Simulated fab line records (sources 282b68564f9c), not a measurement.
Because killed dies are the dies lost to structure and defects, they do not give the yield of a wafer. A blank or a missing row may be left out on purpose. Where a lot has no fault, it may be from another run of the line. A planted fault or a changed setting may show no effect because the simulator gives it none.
fab line records	flow rit-cmos
[record] lots = 6	wafers = 18	last-day = 7
route steps=202 shown ACTIVE@3
lots with no fault: from the same line, run without faults
start-h: hours from the record's opening day to when the first of the lot's shown wafers began	wait-h: hours elapsed since this lot's preceding step	" the same as in the row above	L1.1+2: one row covering several wafers at once	- no value, or no start was given	* or withheld: withheld	< > ~ a bound
route shown NAME@n: a module of which the file shows steps, and the number in the route of the first	usual: mean and standard deviation over wafers with no fault	same: alike in all rows	chamber/n: place in a boat	sites: the reading at each site	_std_site: the standard deviation of these	_edge_site: outer sites' mean less inner sites'	radius-mm: for every site, how far away it sits from the centre of the wafer	mask NAME#n: copy n	behind: the most recent tool/chamber to have shaped the wafer	hold: cause of the lot's hold/its duration in hours/its outcome	device: transistor that didn't switch, given as n, p or np	end of line: tests run on the same wafers once the route is complete	a step without rows: its recipe alone	killed: not the wafer's yield, but the dies lost to structure and defects at the first sort	map: a wafer's dies, x killed, . not, _ none there
set.NAME: the setting the step ran with; set.NAME@STEP: the setting that earlier step ran with	model.NAME: the simulator's own value behind a step, which no gauge read
a table for each step, a row for each wafer; lots at some steps of the route
services: from which hour (start-h, from the record's first day; less than 0 if before it) a tool's chamber was out of use, for how many hours, and why
[[steps]]
[step RIT_ACTIVE_THK_MEAS_02]
[recipe] reads = SiO2_of_ACTIVE_OXIDATION_01
[usual] ACTIVE_OXIDE_THK = 46.7/1.4
lot.wafer	tool	chamber	start-h	wait-h	ACTIVE_OXIDE_THK[nm]
L998.1	film-metro-02	-	42.57	0.0	48.6
L998.2	"	-	"	"	47.8
L998.5	"	-	"	"	48.6
L102.1	film-metro-04	-	62.25	0.0	46.2
L102.2	"	-	"	"	46.6
L102.6	"	-	"	"	46.1
L107.1	film-metro-02	-	87.13	0.0	44.3
L107.4	"	-	"	"	44.7
L107.6	"	-	"	"	45.6
L108.1	film-metro-04	-	92.27	0.0	45.4
L108.3	"	-	"	"	45.9
L108.4	"	-	"	"	46.6
L114.2	film-metro-01	-	122.06	0.0	45.6
L114.3	"	-	"	"	45.9
L114.5	"	-	"	"	44.5
L115.3	film-metro-04	-	127.07	0.0	47.5
L115.4	"	-	"	"	46.6
L115.5	"	-	"	"	47.1
[step RIT_ACTIVE_CVD_03]
[recipe] material = Si3N4	target-thk-nm = 150	temp-c = 810	precursor = SiH2Cl2/NH3	time-s = 1500	pressure-mtorr = 300	sih2cl2-flow-sccm = 60	nh3-flow-sccm = 150
[step RIT_ACTIVE_THK_MEAS_04]
[recipe] reads = Si3N4_of_ACTIVE_CVD_03
[usual] ACTIVE_NITRIDE_THK = 149.7/1.5
lot.wafer	tool	chamber	start-h	wait-h	ACTIVE_NITRIDE_THK[nm]
L998.1	film-metro-01	-	44.75	0.0	149.2
L998.2	"	-	"	"	146.9
L998.5	"	-	"	"	148.8
L102.1	film-metro-02	-	63.72	0.0	149.9
L102.2	"	-	"	"	151.0
L102.6	"	-	"	"	150.3
L107.1	film-metro-01	-	88.60	0.0	150.4
L107.4	"	-	"	"	150.8
L107.6	"	-	"	"	150.6
L108.1	film-metro-01	-	93.75	0.0	152.5
L108.3	"	-	"	"	152.4
L108.4	"	-	"	"	152.3
L114.2	film-metro-02	-	123.54	0.0	149.3
L114.3	"	-	"	"	148.4
L114.5	"	-	"	"	148.8
L115.3	film-metro-02	-	128.55	0.0	151.0
L115.4	"	-	"	"	150.4
L115.5	"	-	"	"	150.2
[step RIT_ACTIVE_HMDS_05]
[recipe] prime-time-s = 61.54	prime-temp-c = 140
[step RIT_ACTIVE_COAT_06]
[recipe] resist = NOVOLAK	spin-rpm = 3250	resist-thk-nm = 1000
[step RIT_ACTIVE_SOFTBAKE_07]
[recipe] resist = NOVOLAK	temp-c = 90	time-s = 60
[step RIT_ACTIVE_EXPOSE_08]
[recipe] mask-id = M1	na = 0.6	source-shape = conventional	sigma-outer = 0.6	target-cd-nm = 1400	dose-mj = 226.5
[step RIT_ACTIVE_PEB_09]
[recipe] resist = NOVOLAK	temp-c = withheld	time-s = withheld
[step RIT_ACTIVE_DEVELOP_10]
[recipe] resist = NOVOLAK	develop-time-s = 50	dev-temp-c = 23
[step RIT_ACTIVE_CD_MEAS_11]
[recipe] target-cd-nm = 1400
[usual] cd-nm = 1400.5/1.9
lot.wafer	tool	chamber	start-h	wait-h	cd-nm
L998.1	cd-sem-02	-	45.66	-	1402.2
L998.2	"	-	"	"	1402.5
L998.5	"	-	"	"	1404.0
L102.1	cd-sem-01	-	64.63	-	1399.1
L102.2	"	-	"	"	1398.1
L102.6	"	-	"	"	1397.8
L107.1	cd-sem-01	-	89.51	-	1400.8
L107.4	"	-	"	"	1400.3
L107.6	"	-	"	"	1401.0
L108.1	cd-sem-01	-	94.66	-	1397.4
L108.3	"	-	"	"	1401.6
L108.4	"	-	"	"	1398.1
L114.2	cd-sem-01	-	124.58	-	1403.2
L114.3	"	-	"	"	1401.5
L114.5	"	-	"	"	1403.2
L115.3	cd-sem-02	-	129.48	-	1399.2
L115.4	"	-	"	"	1400.5
L115.5	"	-	"	"	1401.8
[step RIT_ACTIVE_HARDBAKE_12]
[recipe] resist = NOVOLAK	temp-c = 140	time-s = 60
[step RIT_ACTIVE_ETCH_13]
[recipe] stop-on = SiO2	chemistry = SF6	target = Si3N4	time-s = 210	over-etch-frac = 0.4	SF6_flow_sccm = 200	pressure-mtorr = 260	rf-w = 125	target-depth-a = 2100
[usual] drypump-motor-current-A = 5.7/0.38	oes-product-au = 0.820/0.013	throttle-valve-pct = 7.54/0.087
[same] time-s = 210
lot.wafer	tool	chamber	start-h	wait-h	drypump-motor-current-A	oes-product-au	rf-hours-counter-h	throttle-valve-pct
L998.1	rie-diel-02	0	45.93	0.1	5.4	0.816	89	7.63
L998.2	"	3	"	"	6.3	0.818	87	7.44
L998.5	"	0	"	"	5.4	0.823	-	7.62
L102.1	rie-diel-02	1	64.90	0.1	5.7	0.831	93	7.49
L102.2	"	3	"	"	6.4	0.828	88	7.44
L102.6	"	1	"	"	5.8	0.842	-	7.48
L107.1	rie-diel-02	3	89.78	0.1	6.3	0.823	88	7.44
L107.4	"	0	"	"	5.4	0.822	90	7.63
L107.6	"	1	"	"	5.8	0.842	-	7.49
L108.1	rie-diel-03	3	94.93	0.1	6.0	0.819	127	7.57
L108.3	"	1	"	"	6.0	0.829	3	7.67
L108.4	"	0	"	"	5.9	0.807	4	7.57
L114.2	rie-diel-03	0	124.83	0.1	5.9	0.794	5	7.57
L114.3	"	3	"	"	6.0	0.819	128	7.58
L114.5	"	1	"	"	5.9	0.820	-	7.68
L115.3	rie-diel-03	2	129.71	0.1	5.4	0.835	126	7.46
L115.4	"	0	"	"	5.9	0.804	5	7.58
L115.5	"	1	"	"	5.9	0.824	-	7.68
[step RIT_ACTIVE_STRIP_14]
[recipe] chemistry = O2	time-s = 180	resist = NOVOLAK	platen-temp-c = withheld	power-w = 500	pressure-mtorr = 4000	o2-flow-sccm = 4000
[usual] chamber-pressure-mTorr = 4000/3.8	drypump-motor-current-A = 5.8/0.57	time-s = 180/0
lot.wafer	tool	chamber	start-h	wait-h	chamber-pressure-mTorr	drypump-motor-current-A	rf-hours-counter-h	time-s	model.NOVOLAK_of_ACTIVE_COAT_06.thk-nm
L998.1	plasma-asher-01	0	46.06	0.1	4000	6.6	41	180	0
L998.2	"	1	"	"	3999	5.9	41	180	0
L998.5	"	0	"	"	4003	6.7	-	180	0
L102.1	plasma-asher-04	0	65.04	0.1	4003	5.6	27	180	0
L102.2	"	1	"	"	4002	5.3	27	180	0
L102.6	"	0	"	"	4003	5.7	-	180	0
L107.1	plasma-asher-04	1	89.92	0.1	-	-	-	-	652.4
L107.4	"	0	"	"	-	-	-	-	654
L107.6	"	0	"	"	-	-	-	-	643.3
L108.1	plasma-asher-01	1	95.06	0.1	-	-	-	-	661.2
L108.3	"	1	"	"	-	-	-	-	656.5
L108.4	"	0	"	"	-	-	-	-	643.3
L114.2	plasma-asher-01	0	124.97	0.1	4002	6.7	1	180	0
L114.3	"	1	"	"	4004	5.9	-	180	0
L114.5	"	1	"	"	3994	5.9	-	180	0
L115.3	plasma-asher-04	1	129.90	0.1	3996	5.3	-	180	0
L115.4	"	0	"	"	4002	5.7	-	180	0
L115.5	"	0	"	"	4004	5.7	-	180	0
[step RIT_ACTIVE_CD_MEAS_90]
[recipe] target-cd-nm = 1400
[usual] cd-nm = 1400.6/1.9
lot.wafer	tool	chamber	start-h	wait-h	cd-nm
L998.1	cd-sem-02	-	46.24	0.1	1402.7
L998.2	"	-	"	"	1402.3
L998.5	"	-	"	"	1403.9
L102.1	cd-sem-02	-	65.21	0.1	1398.6
L102.2	"	-	"	"	1397.7
L102.6	"	-	"	"	1397.9
L107.1	cd-sem-01	-	90.09	0.1	1401.0
L107.4	"	-	"	"	1400.0
L107.6	"	-	"	"	1400.7
L108.1	cd-sem-01	-	95.24	0.1	1397.2
L108.3	"	-	"	"	1401.2
L108.4	"	-	"	"	1397.5
L114.2	cd-sem-02	-	125.16	0.1	1403.5
L114.3	"	-	"	"	1402.2
L114.5	"	-	"	"	1404.4
L115.3	cd-sem-02	-	130.06	0.1	1399.2
L115.4	"	-	"	"	1400.6
L115.5	"	-	"	"	1401.7
[[services]]
tool	chamber	start-h	hours	kind
plasma-asher-04	-	56.96	2.5	repair
plasma-asher-01	-	108.75	9.0	pm
plasma-asher-01	0	108.75	9.0	vent-cycle
plasma-asher-01	1	108.75	9.0	vent-cycle
rie-diel-02	3	116.75	3.3	repair
plasma-asher-01	0	117.75	-	clean
plasma-asher-01	1	117.75	-	clean
rie-diel-02	0	121.16	4.7	repair
rie-diel-03	2	124.61	3.4	repair
[[key]]
[first-sign] step = RIT_ACTIVE_STRIP_14	reading = tool-record	direction = missing
effect none on later readings
[model-effect] step = RIT_ACTIVE_STRIP_14	value = NOVOLAK_of_ACTIVE_COAT_06.thk-nm	without = 0	struck = 651.8
met-at RIT_ACTIVE_STRIP_14
struck-wafers L107.1,L107.4,L107.6,L108.1,L108.3,L108.4
later-rows-left-out L107.1,L107.4,L107.6,L108.1,L108.3,L108.4
sort-left-out L107.1,L107.4,L107.6,L108.1,L108.3,L108.4
tester-left-out L107,L108
onset-between 65.04 89.92
[fault] kind = skipped-step-whole	tool = plasma-asher-01,plasma-asher-04	chamber = -	onset-h = 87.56	steps = RIT_ACTIVE_STRIP_14	scope = struck-lots-only
// tester-left-out: of these lots the tester's yield and bins aren't shown, on N5 and GAA mostly nor the transistor test; their killed dies are dies lost to structure and defects alone, not to doping, threshold or leakage, so they don't give the yield
// sort-left-out: the simulated sort isn't trusted on such a fault, so these wafers' sort isn't shown, and their yield isn't known
// later-rows-left-out: the simulator's readings of these wafers behind a module that went badly wrong aren't trusted and aren't shown, but for the sort
